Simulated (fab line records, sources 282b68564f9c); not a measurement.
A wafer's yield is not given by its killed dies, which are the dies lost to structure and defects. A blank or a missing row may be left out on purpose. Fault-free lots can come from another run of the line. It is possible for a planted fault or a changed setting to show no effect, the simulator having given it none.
A lot that was struck, set against a sound lot / flow rit cmos / 14 steps out of a route of 202
Sound: wafers L772.1, L772.3, L772.6. Struck: wafers L782.1, L782.3, L782.6. Last of all comes the cause.
Order at every step that has rows: each side's tool, ch and its chambers, its first start. Under that, the readings that differ: sound wafers / struck wafers / difference of the means / sigmas: that difference in standard deviations of wafers without a fault.
alike: a reading whose means differ by less than 2 such deviations, as well as words and numbers matching on both sides. not compared: withheld readings; readings where some wafer has no value; bounds like >300 that might hide an equal value; numbers whose values overlap and for which the record gives no deviation.
A row with sigmas, a row that says differs or no value, or rows on one side alone: a step with any of these is where the two part. Non-overlapping numbers with no deviation appear without sigmas and do not part them. A reading that every wafer of one side lacks parts them only if that side has two wafers or more.

RIT_SILICIDE_RS_MEAS_02: a four-point-probe measurement.
  sound: film metro-04 at day 5 17:00; struck: film metro-02 at day 7 09:49
  alike: SILICIDE_TI_RS
RIT_SILICIDE_THK_MEAS_03: measures by xrf.
  sound: film metro-04 at day 5 17:07; struck: film metro-02 at day 7 09:56
  alike: SILICIDE_TI_THK
RIT_SILICIDE_RTA_04: time 10 s, ramp up 5 s, ramp down 5 s.
  sound on rtp anneal-02 ch 0, day 5 17:11; struck on rtp anneal-01 ch 0, day 7 10:00
  alike: wafer_temp_C_max
then, 1 step without rows for these wafers: RIT_SILICIDE_WET_ETCH_05 (etches Ti in SPM, time 120 s).
RIT_SILICIDE_RTA_06: time 10 s, ramp up 5 s, ramp down 10 s.
  sound on rtp anneal-01 ch 0, day 5 17:17; struck on rtp anneal-02 ch 0, day 7 10:07
  alike: wafer_temp_C_max
RIT_CONTACT_CVD_00: deposits SiO2 from TEOS, target thk 400 nm, time 61 s.
  sound on pecvd-03 ch 0,1,2, day 5 17:22; struck on pecvd-03 ch 0,1, day 7 10:10
  alike: heater power w
RIT_CONTACT_THK_MEAS_01:
  sound: film metro-01 at day 5 17:26; struck: film metro-01 at day 7 10:13
  alike: CONTACT_TEOS_THK
then, 5 steps without rows for these wafers: RIT_CONTACT_HMDS_02 (prime time 60 s); RIT_CONTACT_COAT_03 (resist thk 1000 nm); RIT_CONTACT_SOFTBAKE_04 (time 60 s); RIT_CONTACT_EXPOSE_05 (exposes mask M11, target cd 1000 nm); RIT_CONTACT_PEB_06.
RIT_CONTACT_DEVELOP_07: develop time 120 s.
  sound on litho track-04 ch 0, day 5 18:00; struck on litho track-01, day 7 11:00
  no value came back on the struck wafers for chill plate temp C (C), develop time s (s); on the sound wafers chill plate temp C (C) reads 23.08 23.12 23.09
RIT_CONTACT_CD_MEAS_08: target cd 1000 nm.
  sound: cd sem-02 at day 5 18:28; struck: cd sem-01 at day 7 11:23
reading=cd nm (nm); sound=1000.4 1000.7 1002.9; struck=- - -; difference=no value on the struck wafers; sigmas=

WHERE THEY PART
First at RIT_CONTACT_DEVELOP_07; last, within this record, at RIT_CONTACT_CD_MEAS_08.

WHY: whatever the simulator had introduced
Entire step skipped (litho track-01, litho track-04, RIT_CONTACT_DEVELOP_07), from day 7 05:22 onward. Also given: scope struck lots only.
